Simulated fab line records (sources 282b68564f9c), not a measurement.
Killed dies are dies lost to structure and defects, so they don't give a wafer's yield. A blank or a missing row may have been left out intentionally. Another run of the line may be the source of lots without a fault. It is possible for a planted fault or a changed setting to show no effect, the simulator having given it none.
What tool caused it? + flow ritCmos + Sampling: 14 lots, 42 wafers, 4 of 202 route steps

== WHAT THE GAUGES READ, wafer by wafer ==
RIT_PSD_OVL_MEAS_06.
| lot  | measured    | on         | PSD_OVL (nm)   |
|------|-------------|------------|----------------|
| L211 | day 3 00:23 | overlay-02 | -5.3 -2.5 -2.0 |
| L212 | day 3 09:50 | overlay-01 | 1.3 0.0 0.9    |
| L213 | day 3 12:10 | overlay-01 | -1.8 -2.1 -0.3 |
| L214 | day 3 16:17 | overlay-02 | -1.3 -3.1 -2.4 |
| L217 | day 4 06:02 | overlay-01 | -1.3 -1.5 0.9  |
| L219 | day 4 17:15 | overlay-01 | 0.3 -0.2 -0.8  |
| L220 | day 4 22:29 | overlay-02 | -3.0 -2.1 -0.8 |
| L225 | day 6 00:49 | overlay-02 | 0.4 1.6 -0.5   |
| L226 | day 6 03:37 | overlay-01 | -1.2 -1.7 -0.8 |
| L227 | day 6 09:45 | overlay-01 | -2.5 -1.7 -2.2 |
| L230 | day 7 00:42 | overlay-02 | -1.5 -0.9 0.6  |
| L231 | day 7 04:58 | overlay-01 | -1.2 0.1 -1.4  |
| L233 | day 7 15:19 | overlay-02 | -2.3 -1.4 -2.5 |
| L234 | day 7 19:46 | overlay-01 | -1.3 -2.5 -1.4 |

RIT_SDANNEAL_RS_MEAS_07: a four-point-probe measurement.
| lot  | measured    | on           | NLDD_RS (ohm/sq)  |
|------|-------------|--------------|-------------------|
| L211 | day 3 01:45 | filmMetro-03 | 151.3 151.6 151.5 |
| L212 | day 3 11:12 | filmMetro-04 | 151.9 152.0 152.4 |
| L213 | day 3 13:32 | filmMetro-03 | 151.4 151.4 150.8 |
| L214 | day 3 17:38 | filmMetro-01 | 151.2 151.7 151.7 |
| L217 | day 4 07:31 | filmMetro-01 | 151.4 151.1 151.5 |
| L219 | day 4 18:36 | filmMetro-04 | 152.3 151.5 151.7 |
| L220 | day 4 23:50 | filmMetro-03 | 151.9 152.4 152.0 |
| L225 | day 6 02:19 | filmMetro-01 | 152.4 151.7 152.0 |
| L226 | day 6 04:58 | filmMetro-01 | 152.4 151.5 151.5 |
| L227 | day 6 11:07 | filmMetro-01 | 151.0 151.5 151.3 |
| L230 | day 7 02:03 | filmMetro-03 | 151.6 152.1 151.7 |
| L231 | day 7 06:21 | filmMetro-03 | 151.5 151.7 151.4 |
| L233 | day 7 17:02 | filmMetro-03 | 151.2 151.1 151.2 |
| L234 | day 7 21:29 | filmMetro-01 | 151.5 151.3 151.6 |

== WHAT TOOL EACH LOT RAN ON (gives the tool, then ch and the chambers of the sampled wafers, and finally the start) ==
| lot  | RIT_NRETRO_STRIP_09                | RIT_SPACER_ETCHBACK_05           |
|------|------------------------------------|----------------------------------|
| L211 | plasmaAsher-02 ch 0,1, day 2 06:18 | rieDiel-04 ch 0,3, day 2 21:37   |
| L212 | plasmaAsher-01 ch 0,1, day 2 15:37 | rieDiel-01 ch 0,3, day 3 07:25   |
| L213 | plasmaAsher-01 ch 0,1, day 2 17:50 | rieDiel-02 ch 0,1,2, day 3 09:37 |
| L214 | plasmaAsher-02 ch 0,1, day 2 22:01 | rieDiel-02 ch 0,1,3, day 3 13:50 |
| L217 | plasmaAsher-01 ch 0,1, day 3 11:19 | rieDiel-02 ch 0,3, day 4 03:20   |
| L219 | plasmaAsher-01 ch 0,1, day 3 22:28 | rieDiel-01 ch 0,3, day 4 14:35   |
| L220 | plasmaAsher-02 ch 0,1, day 4 03:40 | rieDiel-02 ch 0,2,3, day 4 19:56 |
| L225 | plasmaAsher-01 ch 0, day 5 04:23   | rieDiel-04 ch 0,1, day 5 22:10   |
| L226 | plasmaAsher-03 ch 0,1, day 5 09:04 | rieDiel-04 ch 1,2, day 6 01:04   |
| L227 | plasmaAsher-03 ch 0,1, day 5 13:22 | rieDiel-01 ch 1,2,3, day 6 06:44 |
| L230 | plasmaAsher-02 ch 0,1, day 6 06:31 | rieDiel-01 ch 0,1,3, day 6 22:09 |
| L231 | plasmaAsher-03 ch 1, day 6 10:24   | rieDiel-04 ch 1,2,3, day 7 02:20 |
| L233 | plasmaAsher-01 ch 1, day 6 19:25   | rieDiel-01 ch 1,2,3, day 7 12:32 |
| L234 | plasmaAsher-01 ch 0,1, day 7 01:17 | rieDiel-01 ch 1,2,3, day 7 17:20 |
- RIT_NRETRO_STRIP_09: strips in O2, time 180 s.
- RIT_SPACER_ETCHBACK_05: etches Si3N4 in SF6/CHF3, stops on SiO2, target depth 250 nm, time 240 s.

== AS READ BY THE TOOLS THEMSELVES (means over the sampled wafers that have a number; for cases with no such wafer, the mark the record gives instead) ==
RIT_NRETRO_STRIP_09.
| lot  | tool           | drypumpMotorCurrentA (A) |
|------|----------------|--------------------------|
| L211 | plasmaAsher-02 | 5.8                      |
| L212 | plasmaAsher-01 | 4.9                      |
| L213 | plasmaAsher-01 | 5.0                      |
| L214 | plasmaAsher-02 | 5.9                      |
| L217 | plasmaAsher-01 | 5.0                      |
| L219 | plasmaAsher-01 | 5.0                      |
| L220 | plasmaAsher-02 | 5.9                      |
| L225 | plasmaAsher-01 | 4.7                      |
| L226 | plasmaAsher-03 | 5.9                      |
| L227 | plasmaAsher-03 | 5.9                      |
| L230 | plasmaAsher-02 | 5.9                      |
| L231 | plasmaAsher-03 | 5.8                      |
| L233 | plasmaAsher-01 | 5.2                      |
| L234 | plasmaAsher-01 | 5.0                      |

RIT_SPACER_ETCHBACK_05.
| lot  | tool       | drypumpMotorCurrentA (A) | oesProductAu (a.u.) | runLengthS (s) | throttleValvePct (%) |
|------|------------|--------------------------|---------------------|----------------|----------------------|
| L211 | rieDiel-04 | 5.9                      | 0.834               | 267.9          | 10.23                |
| L212 | rieDiel-01 | 5.7                      | 0.838               | 267.8          | 10.20                |
| L213 | rieDiel-02 | 5.7                      | 0.845               | 268.6          | 10.37                |
| L214 | rieDiel-02 | 5.9                      | 0.845               | 268.6          | 10.37                |
| L217 | rieDiel-02 | 5.8                      | 0.886               | 257.6          | 10.39                |
| L219 | rieDiel-01 | 5.9                      | 0.845               | 267.8          | 10.14                |
| L220 | rieDiel-02 | 5.6                      | 0.860               | 263.4          | 10.36                |
| L225 | rieDiel-04 | 6.2                      | 0.852               | 267.7          | 10.04                |
| L226 | rieDiel-04 | 5.6                      | 0.828               | 268.1          | 10.37                |
| L227 | rieDiel-01 | 5.8                      | 0.849               | 268.2          | 10.24                |
| L230 | rieDiel-01 | 5.8                      | 0.842               | 268.0          | 10.21                |
| L231 | rieDiel-04 | 5.5                      | 0.822               | 268.0          | 10.38                |
| L233 | rieDiel-01 | 5.8                      | 0.849               | 268.3          | 10.25                |
| L234 | rieDiel-01 | 5.8                      | 0.837               | 268.2          | 10.24                |

== THE ANSWER, worked out from the rows above alone ==
Rule: usual is defined by the lots themselves. The widest of any qualifying gaps counts: lots, ordered by their means at a reading, are off when they make up no more than a third of the lots, leave a main group of 4 or more, and stand apart from it by 3 or more times the standard deviation of that group's means. If all means in a main group match to the digits the tables above print for the reading, that group is not used. Also off: a lot with no number at a reading for which 4 or more lots have one. Any other lot the step has rows for is counted as sound. The gauges are gone through in route order, then the tools' own readings, and for those a lot's mean is taken as printed above. The first step at which some lot is off is used, and at that step the reading that is off furthest; a lot without a number counts as furthest.
Off: L217, L220 (RIT_SPACER_ETCHBACK_05, runLengthS). Main group: mean 268.1 s, sd 0.28.
A tool fits if, at that step or a process step before it, it ran every lot that is off, and no sound lot after the first of them. One fits: rieDiel-02 at RIT_SPACER_ETCHBACK_05. Its last sound lot is L214 (day 3 13:50), its first lot that is off L217 (day 4 03:20): a fault that began between those two fits.
The tool's own readings at RIT_SPACER_ETCHBACK_05 bear it out: on the lots that are off they differ by more than 5 times the standard deviation of the sound lots' means. runLengthS reads 260.5 s there against 268.1 s on the sound lots.

== WHAT HAD BEEN PUT IN BY THE SIMULATOR ==
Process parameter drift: rieDiel-02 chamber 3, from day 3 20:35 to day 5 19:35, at RIT_SPACER_ETCHBACK_05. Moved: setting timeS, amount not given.
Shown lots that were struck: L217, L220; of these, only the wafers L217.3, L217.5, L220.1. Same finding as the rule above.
